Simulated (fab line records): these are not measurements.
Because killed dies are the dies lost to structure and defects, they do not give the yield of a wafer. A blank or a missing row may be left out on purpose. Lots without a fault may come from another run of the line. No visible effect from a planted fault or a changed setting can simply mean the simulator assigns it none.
Struck lot and sound lot, side by side :: flow rit_cmos :: 14 out of 202 route steps
Sound: these wafers, L985.1, L985.3, L985.4. The struck wafers were L991.3, L991.4, L991.5. The cause is given at the end.
Order at every step that has rows: each side's tool, ch and its chambers, its first start. Under that, the readings that differ: sound wafers :: struck wafers :: difference of the means :: sigmas: that difference in standard deviations of wafers without a fault.
alike: readings with means less than 2 such deviations apart, plus words and numbers identical on both sides. not compared: withheld readings, readings lacking a value on some wafer, bounds such as >300 that could conceal the same value, and numbers that have no deviation in the record and whose values overlap.
The two part at a step that has a row with sigmas, a row that says differs or no value, or rows on one side only. Non-overlapping numbers with no deviation appear without sigmas and do not part them. A reading missing from all wafers of one side parts the sides only when that side holds two or more wafers.

first, 1 step without rows for these wafers: RIT_CONTACT_HARDBAKE_10 (time 60 s).
RIT_CONTACT_ETCH_11: etches SiO2 in CHF3/CF4/Ar, stops on TiSi2, target depth 480 nm, time 320 s.
  sound on rie_diel-03 ch 0,2,3, day 4 15:50; struck on rie_diel-03 ch 0,3, day 5 22:18
  alike: drypump_motor_current_A, mfc_ar_sccm, oes_product_au, throttle_valve_pct
  not compared: rf_hours_counter_h
RIT_CONTACT_STRIP_12: strips in O2, time 180 s.
  sound on plasma_asher-04 ch 0,1, day 4 16:01; struck on plasma_asher-03 ch 0,1, day 5 22:33
  alike: drypump_motor_current_A
  not compared: rf_hours_counter_h
RIT_CONTACT_CD_MEAS_90: target cd 1000 nm.
  sound: cd_sem-01 at day 4 16:12; struck: cd_sem-01 at day 5 22:43
  alike: cd_nm
then, 2 steps without rows for these wafers: RIT_CONTACT_CLEAN_13 (cleans in SC1, time 600 s); RIT_CONTACT_CLEAN_14 (cleans in SC2, time 600 s).
RIT_M1_SPUTTER_00: material Al, target thk 400 nm, time 500 s.
  sound: pvd_sputter-02 at day 4 16:41; struck: pvd_sputter-02 at day 5 23:08
  alike: throttle_valve_pct
RIT_M1_RS_MEAS_01: measurement is done with a four-point probe.
  sound: film_metro-03 at day 4 16:59; struck: film_metro-02 at day 5 23:28
  alike: M1_AL_RS
RIT_M1_THK_MEAS_02: measures by xrf.
  sound: film_metro-03 at day 4 17:06; struck: film_metro-02 at day 5 23:34
  alike: M1_AL_THK
then, 3 steps without rows for these wafers: RIT_M1_HMDS_03 (prime time 60 s); RIT_M1_COAT_04 (resist thk 1300 nm); RIT_M1_SOFTBAKE_05 (time 60 s).
RIT_M1_EXPOSE_06: exposes mask M12, target cd 2600 nm.
  sound on iline_stepper-01 ch 0, day 4 17:44; struck on iline_stepper-01, day 6 00:14
  no value came back on the struck wafers for exposure_dose_mJ_cm2, focus_offset_nm (nm), na; on the sound wafers exposure_dose_mJ_cm2 reads 250.35 249.95 249.90
  alike: mask
after that, 1 step had no rows for these wafers: RIT_M1_PEB_07.

WHERE THEY PART
At RIT_M1_EXPOSE_06 and nowhere else, as far as this record goes.

WHY: the cause the simulator had injected
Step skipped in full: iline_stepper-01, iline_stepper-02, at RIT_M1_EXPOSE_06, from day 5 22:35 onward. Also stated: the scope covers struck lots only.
